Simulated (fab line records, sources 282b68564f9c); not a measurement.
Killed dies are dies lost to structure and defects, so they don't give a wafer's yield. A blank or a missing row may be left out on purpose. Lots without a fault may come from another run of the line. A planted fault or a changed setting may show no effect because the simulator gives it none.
A struck lot beside a sound one | flow rit_cmos | 17 steps out of a route of 202
Sound: wafers L679.2, L679.4, L679.6. Struck: wafers L685.2, L685.4, L685.5. The cause comes at the end.
At each step with rows: each side's tool, then ch and its chambers, then its first start. Under that, the readings that differ: sound wafers | struck wafers | difference of the means | sigmas: that difference in standard deviations of wafers without a fault.
alike: readings whose means differ by less than 2 such deviations, and words and numbers that are the same on both sides. not compared: withheld readings, readings that some wafer has no value for, bounds like >300 that may hide the same value, and numbers for which the record gives no deviation and whose values overlap.
The two part at a step that has a row with sigmas, a row that says differs or no value, or rows on one side only. Numbers that don't overlap but have no deviation are shown without sigmas and don't part them. A reading that every wafer of one side lacks parts them only if that side has two wafers or more.

RIT_FOX2_THK_MEAS_01:
  sound on film_metro-03, day 2 20:15; struck on film_metro-03, day 4 01:41
  reading             | sound       | struck      | difference | sigmas
  FOX2_OXIDE_THK (nm) | 360 368 363 | 346 350 341 | -18        | -3
then, 2 steps without rows for these wafers: RIT_FOX2_CLEAN_02 (cleans in dHF, time 180 s); RIT_FOX2_WET_ETCH_03 (etches Si3N4 in H3PO4, target depth 195 nm, time 2700 s).
RIT_FOX2_THK_MEAS_90:
  sound on film_metro-03, day 2 21:08; struck on film_metro-03, day 4 02:34
  reading                     | sound       | struck      | difference | sigmas
  FIELD_OXIDE_LEFT_1_THK (nm) | 333 340 335 | 319 323 314 | -17        | -3
then, 6 steps without rows for these wafers: RIT_NWELL_HMDS_00 (prime time 60 s); RIT_NWELL_COAT_01 (resist thk 1300 nm); RIT_NWELL_SOFTBAKE_02 (time 60 s); RIT_NWELL_EXPOSE_03 (exposes mask M2, target cd 43900 nm); RIT_NWELL_PEB_04; RIT_NWELL_DEVELOP_05 (develop time 68 s).
RIT_NWELL_OVL_MEAS_06:
  sound on overlay-01, day 2 22:11; struck on overlay-02, day 4 03:31
  alike: NWELL_OVL
then, 1 step without rows for these wafers: RIT_NWELL_HARDBAKE_07 (time 120 s).
RIT_NWELL_IMPLANT_08:
  sound on implanter-03 ch 0, day 2 22:30; struck on implanter-02 ch 0, day 4 03:49
  reading                   | sound                | struck               | difference | sigmas
  beam_energy_keV           | 170.02 170.01 170.00 | 139.37 139.35 139.38 | -30.64     | -99 or more
  model.implant.rp_nm (nm)  | 208.7 208.7 208.7    | 175.1 175.1 175.1    | -33.6      |
  model.implant.drp_nm (nm) | 68.82 68.82 68.82    | 59.23 59.23 59.23    | -9.59      |
RIT_NWELL_STRIP_09: strips in O2, time 180 s.
  sound on plasma_asher-04 ch 0,1, day 2 22:37; struck on plasma_asher-04 ch 1, day 4 03:56
  alike: drypump_motor_current_A
  not compared: rf_hours_counter_h
RIT_NWELL_TW_MEAS_10:
  sound on film_metro-01, day 2 22:49; struck on film_metro-03, day 4 04:08
  reading  | sound          | struck         | difference | sigmas
  NWELL_TW | 2133 2125 2128 | 2056 2071 2063 | -65        | -4
then, 1 step without rows for these wafers: RIT_PWELL_HMDS_00 (prime time 60 s).
RIT_M1_PROBE_99:
  sound on prober-02, day 4 14:52; struck on prober-02, day 5 16:41
  reading                                 | sound                   | struck                  | difference | sigmas
  model.etest.nwell_pinched.rs_ohm_sq     | 342.7 336.8 339.1       | 346 348.7 343.2         | +6         |
  model.etest.well_edge_right.line_ohm_um | 184.2 185 182.4         | 189.4 185.8 190.5       | +4.7       |
  model.etest.field_p_metal.vt_v (V)      | -27.88 -28.17 -28.09    | -25.39 -25.45 -25.64    | +2.55      |
  model.etest.field_p.vt_v (V)            | -12.39 -12.57 -12.45    | -10.82 -10.97 -10.66    | +1.65      |
  model.etest.pmos_narrow.vt_less_v (V)   | 0.01989 0.02119 0.02365 | 0.02655 0.02644 0.02963 | +0.00596   |
  alike: killed_at_contacts, killed_at_front_end, killed_dies, killed_open, killed_short
  not compared: model.etest.well_edge_left.line_ohm_um, model.etest.iso_nwell_nwell.bv_v

WHERE THEY PART
First at RIT_FOX2_THK_MEAS_01; last, within this record, at RIT_NWELL_TW_MEAS_10. Later steps at which nothing parts them and some readings are alike: RIT_M1_PROBE_99.

WHY: what the simulator had put in
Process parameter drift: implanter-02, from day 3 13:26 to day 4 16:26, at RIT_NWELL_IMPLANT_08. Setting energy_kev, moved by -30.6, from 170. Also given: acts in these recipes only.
